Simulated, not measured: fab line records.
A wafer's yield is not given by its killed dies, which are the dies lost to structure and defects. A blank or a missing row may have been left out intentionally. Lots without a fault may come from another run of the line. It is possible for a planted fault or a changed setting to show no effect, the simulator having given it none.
A struck lot beside a sound one + flow berkeleyCmos170 + 27 out of 331 route steps
Sound: these wafers, L480.2, L480.4, L480.6. Wafers L470.2, L470.4, L470.5 were the ones struck. Last of all comes the cause.
Each step with rows lists, per side, the tool, then ch with its chambers, then its first start. Under that, the readings that differ: sound wafers + struck wafers + difference of the means + sigmas: that difference in standard deviations of wafers without a fault.
alike: same words and numbers on both sides, and readings whose means sit less than 2 such deviations apart. not compared: any withheld reading, any reading some wafer has no value for, any bound like >300 that may hide the same value, and any number with overlapping values for which the record gives no deviation.
The two part at a step that has a row with sigmas, a row that says differs or no value, or rows on one side only. Numbers that have no deviation but don't overlap get no sigmas and don't part them. A reading that every wafer of one side lacks parts them only if that side has two wafers or more.

UCB170_SPACER_THK_MEAS_01:
  sound: filmMetro-04 at day 11 10:46; struck: filmMetro-04 at day 9 05:19
  alike: SPACER_TEOS_THK
then, 1 step without rows for these wafers: UCB170_SPACER_ANNEAL_02 (time 1800 s).
UCB170_SPACER_ETCHBACK_03: etches SiO2 in CHF3/CF4/Ar, stops on Si, target depth 376 nm, time 100 s.
  sound on rieDiel-03 ch 0,2,3, day 11 16:35; struck on rieDiel-03 ch 1,2, day 9 10:53
  alike: drypumpMotorCurrentA, oesProductAu, throttleValvePct
  not compared: rfHoursCounterH
then, 6 steps without rows for these wafers: UCB170_PSD_HMDS_00 (prime time 60 s); UCB170_PSD_COAT_01 (resist thk 900 nm); UCB170_PSD_SOFTBAKE_02 (time 60 s); UCB170_PSD_EXPOSE_03 (exposes mask PSELECT MOD, target cd 1200 nm); UCB170_PSD_PEB_04; UCB170_PSD_DEVELOP_05 (develop time 45 s).
UCB170_PSD_CD_MEAS_06: the cd target is 1200 nm.
  sound: cdSem-01 at day 11 18:00; struck: cdSem-01 at day 9 12:23
  alike: cdNm
UCB170_PSD_OVL_MEAS_07:
  sound: overlay-01 at day 11 18:06; struck: overlay-02 at day 9 12:30
  alike: PSD_OVL
following that, these wafers have no rows for 1 step: UCB170_PSD_IMPLANT_08.
UCB170_PSD_STRIP_09: strips in O2.
  sound on plasmaAsher-02 ch 1, day 11 18:17; struck on plasmaAsher-01 ch 0,1, day 9 12:41
  no value came back on the struck wafers for chamberPressureMTorr (mTorr), drypumpMotorCurrentA (A), oesProductAu (a.u.), stripTimeToEndpointS (s); on the sound wafers chamberPressureMTorr (mTorr) reads 3502 3499 3500
| reading                             | sound | struck            | difference | sigmas |
|-------------------------------------|-------|-------------------|------------|--------|
| model.KrF_of_PSD_COAT_01.thkNm (nm) | 0 0 0 | 883.6 886.5 883.2 | +884.4     |        |
  not compared: rfHoursCounterH
UCB170_PSD_TW_MEAS_10:
  sound: filmMetro-03 at day 11 18:23; struck: filmMetro-01 at day 9 12:47
  alike: PSD_TW
then, 7 steps without rows for these wafers: UCB170_PSD_CLEAN_11 (cleans in SPM, time 600 s); UCB170_NSD_HMDS_00 (prime time 60 s); UCB170_NSD_COAT_01 (resist thk 900 nm); UCB170_NSD_SOFTBAKE_02 (time 60 s); UCB170_NSD_EXPOSE_03 (exposes mask NSELECT MOD, target cd 1200 nm); UCB170_NSD_PEB_04; UCB170_NSD_DEVELOP_05 (develop time 45 s).
UCB170_NSD_CD_MEAS_06: the cd target is 1200 nm.
  sound: cdSem-01 at day 11 20:02; struck: cdSem-01 at day 9 15:22
  alike: cdNm
UCB170_NSD_OVL_MEAS_07:
  sound: overlay-01 at day 11 20:08; struck: overlay-01 at day 9 15:28
  alike: NSD_OVL
following that, these wafers have no rows for 1 step: UCB170_NSD_IMPLANT_08.
UCB170_NSD_STRIP_09: strips in O2.
  sound on plasmaAsher-04 ch 0,1, day 11 20:22; struck on plasmaAsher-03 ch 0,1, day 9 15:44
| reading                  | sound             | struck            | difference | sigmas      |
|--------------------------|-------------------|-------------------|------------|-------------|
| oesProductAu (a.u.)      | 0.538 0.528 0.531 | 0.627 0.625 0.619 | +0.091     | +21         |
| stripTimeToEndpointS (s) | 35.94 35.95 35.92 | 62.02 62.02 61.97 | +26.07     | +99 or more |
  alike: chamberPressureMTorr, drypumpMotorCurrentA
  not compared: rfHoursCounterH
UCB170_NSD_TW_MEAS_10:
  sound: filmMetro-03 at day 11 20:29; struck: filmMetro-01 at day 9 15:50
| reading | sound          | struck   | difference | sigmas      |
|---------|----------------|----------|------------|-------------|
| NSD_TW  | 4258 4262 4261 | 30 30 30 | -4230      | -99 or more |
then, 1 step without rows for these wafers: UCB170_NSD_CLEAN_11 (cleans in SPM, time 600 s).

WHERE THEY PART
First at UCB170_PSD_STRIP_09; last, within this record, at UCB170_NSD_TW_MEAS_10.

WHY: what had been put in by the simulator
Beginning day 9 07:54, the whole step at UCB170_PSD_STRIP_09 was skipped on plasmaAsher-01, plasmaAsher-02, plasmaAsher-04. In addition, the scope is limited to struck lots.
